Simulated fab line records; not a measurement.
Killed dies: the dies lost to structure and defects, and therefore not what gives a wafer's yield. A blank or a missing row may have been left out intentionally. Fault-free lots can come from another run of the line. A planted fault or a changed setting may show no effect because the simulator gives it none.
Matching of chambers / flow berkeley-cmos170 / 4 sister chambers for UCB170_V2_CMP_02 on cmp-01
The step polishes SiO2. 4 wafers are shown with their chamber, then 7 later ones without.

== WAFERS, EACH WITH ITS CHAMBER ==
wafer=L268.3; chamber=0; motor-current-A (A)=17.1
wafer=L282.5; chamber=2; motor-current-A (A)=14.8
wafer=L281.2; chamber=1; motor-current-A (A)=16.1
wafer=L281.4; chamber=3; motor-current-A (A)=14.3

== WAFERS MISSING THEIR CHAMBER ==
wafer=L281.5; motor-current-A (A)=13.2
wafer=L287.2; motor-current-A (A)=17.0
wafer=L287.3; motor-current-A (A)=13.8
wafer=L287.6; motor-current-A (A)=14.7
wafer=L286.1; motor-current-A (A)=13.1
wafer=L286.4; motor-current-A (A)=16.7
wafer=L286.5; motor-current-A (A)=13.7

== WHICH CHAMBER EACH WENT THROUGH ==
wafer=L281.5; from the rows above=can't be placed: 3 or 2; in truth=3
wafer=L287.2; from the rows above=can't be placed: 0 or 1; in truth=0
wafer=L287.3; from the rows above=can't be placed: 3 or 2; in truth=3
wafer=L287.6; from the rows above=can't be placed: 2 or 3 or 1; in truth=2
wafer=L286.1; from the rows above=can't be placed: 3 or 2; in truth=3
wafer=L286.4; from the rows above=can't be placed: 0 or 1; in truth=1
wafer=L286.5; from the rows above=can't be placed: 3 or 2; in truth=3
0 of 7 placed correctly. Cannot be placed on the basis of these rows: 7; the candidates contain the true chamber in 7. 0 placed wrongly.
How it was worked out, from the rows above alone: a wafer's distance from a chamber is the root of the sum, over the readings, of the square of ((its reading less the chamber's mean) divided by the reading's scatter). If the next closest chamber is less than 2 further off than the closest, the wafer can't be placed; otherwise it belongs to the closest. The mean given for a chamber averages the wafers shown for that chamber. The scatter: with one shown wafer a chamber, the root of the mean of the squares of how far each hidden wafer lies from its nearest shown one.
